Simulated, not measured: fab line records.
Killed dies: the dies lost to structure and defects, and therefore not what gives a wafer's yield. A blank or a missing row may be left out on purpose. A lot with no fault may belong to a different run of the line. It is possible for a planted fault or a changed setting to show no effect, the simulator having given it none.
A struck lot beside a sound one + flow ritCmos + 19 steps out of a route of 202
Sound: the wafers L526.1, L526.4, L526.5. Struck: wafer L539.3. (L539.2, L539.4 of the same lot were not struck and are left out.) The cause comes at the end.
At each step with rows: each side's tool, then ch and its chambers, then its first start. Under that, the readings that differ: sound wafers + struck wafers + difference of the means + sigmas: that difference in standard deviations of wafers without a fault.
alike: a reading whose means differ by less than 2 such deviations, as well as words and numbers matching on both sides. not compared: withheld readings; readings where some wafer has no value; bounds like >300 that might hide an equal value; numbers whose values overlap and for which the record gives no deviation.
Wherever a step has rows on one side only, a row that says differs or no value, or a row with sigmas, the two part there. Non-overlapping numbers with no deviation appear without sigmas and do not part them. Lack of a reading on every wafer of one side parts them only where that side has two or more wafers.

RIT_M1_SPUTTER_00: material Al, target thk 400 nm, time 500 s.
  sound on pvdSputter-03, day 3 19:07; struck on pvdSputter-03, day 6 16:01
  alike: throttleValvePct
RIT_M1_RS_MEAS_01: measures by four-point-probe.
  sound on filmMetro-04, day 3 19:25; struck on filmMetro-04, day 6 16:20
  alike: M1_AL_RS
RIT_M1_THK_MEAS_02: measures by xrf.
  sound on filmMetro-04, day 3 19:32; struck on filmMetro-04, day 6 16:27
  alike: M1_AL_THK
then, 6 steps without rows for these wafers: RIT_M1_HMDS_03 (prime time 60 s); RIT_M1_COAT_04 (resist thk 1300 nm); RIT_M1_SOFTBAKE_05 (time 60 s); RIT_M1_EXPOSE_06 (exposes mask M12, target cd 2600 nm); RIT_M1_PEB_07; RIT_M1_DEVELOP_08 (develop time 68 s).
RIT_M1_CD_MEAS_09: the cd target is 2600 nm.
  sound on cdSem-02, day 3 20:36; struck on cdSem-01, day 6 17:24
  alike: cdNm
RIT_M1_OVL_MEAS_10:
  sound on overlay-02, day 3 20:43; struck on overlay-02, day 6 17:30
| reading     | sound          | struck | difference | sigmas |
|-------------|----------------|--------|------------|--------|
| M1_OVL (nm) | -1.5 -0.7 -3.2 | 2.3    | +4.1       | +3     |
then, 1 step without rows for these wafers: RIT_M1_HARDBAKE_11 (time 120 s).
RIT_M1_METAL_ETCH_12: etches Al in Cl2/BCl3, stops on SiO2, time 165 s, target depth 600 nm.
  sound on rieMetal-02 ch 0,1, day 3 21:06; struck on rieMetal-01 ch 0, day 6 17:47
| reading              | sound          | struck | difference | sigmas |
|----------------------|----------------|--------|------------|--------|
| throttleValvePct (%) | 8.19 8.52 8.19 | 8.56   | +0.26      | +2     |
  alike: drypumpMotorCurrentA, oesProductAu
  not compared: rfHoursCounterH
then, 1 step without rows for these wafers: RIT_M1_STRIP_13 (strips in nmp, time 600 s).
RIT_M1_STRIP_14: strips in O2, time 180 s.
  sound on plasmaAsher-04 ch 0,1, day 3 21:26; struck on plasmaAsher-03 ch 1, day 6 18:07
  alike: drypumpMotorCurrentA
  not compared: rfHoursCounterH
RIT_M1_CD_MEAS_90: the cd target is 2600 nm.
  sound on cdSem-01, day 3 21:37; struck on cdSem-02, day 6 18:19
  alike: cdNm
then, 1 step without rows for these wafers: RIT_M1_ANNEAL_15 (time 1800 s).
RIT_M1_BOW_MEAS_16:
  sound on filmMetro-03, day 3 23:14; struck on filmMetro-03, day 6 19:56
  alike: M1_BOW
RIT_M1_PROBE_99:
  sound on prober-01, day 3 23:21; struck on prober-01, day 6 20:08
| reading                             | sound             | struck | difference | sigmas |
|-------------------------------------|-------------------|--------|------------|--------|
| defectLimitedYield (%)              | 98.1 96.6 97.7    | 92.0   | -5.5       | -5     |
| killed_at_M0_to_M3                  | 0 0 0             | 6      | +6         | +72    |
| killedAtFrontEnd                    | 5 9 6             | 15     | +8         | +3     |
| killedDies                          | 5 9 6             | 21     | +14        | +4     |
| killedOpen                          | 3 4 2             | 8      | +5         | +2     |
| sort_bin_5_function (%)             | 0.8 3.0 0.4       | 4.9    | +3.5       | +4     |
| sort_bin_6_memory (%)               | 1.1 0.4 1.5       | 2.7    | +1.7       | +3     |
| sortNPass                           | 259 255 258       | 243    | -14        | -4     |
| sortYieldPct (%)                    | 98.1 96.6 97.7    | 92.0   | -5.5       | -5     |
| model.etest.tester.sortNPass        | 259 255 258       | 243    | -14        |        |
| model.etest.tester.sortYieldPct (%) | 98.11 96.59 97.73 | 92.05  | -5.43      |        |
  alike: killedAtContacts, killedShort, sort_bin_3_pad_short

WHERE THEY PART
Last at RIT_M1_PROBE_99 as far as this record goes, first at RIT_M1_OVL_MEAS_10.

WHY: the cause the simulator had injected
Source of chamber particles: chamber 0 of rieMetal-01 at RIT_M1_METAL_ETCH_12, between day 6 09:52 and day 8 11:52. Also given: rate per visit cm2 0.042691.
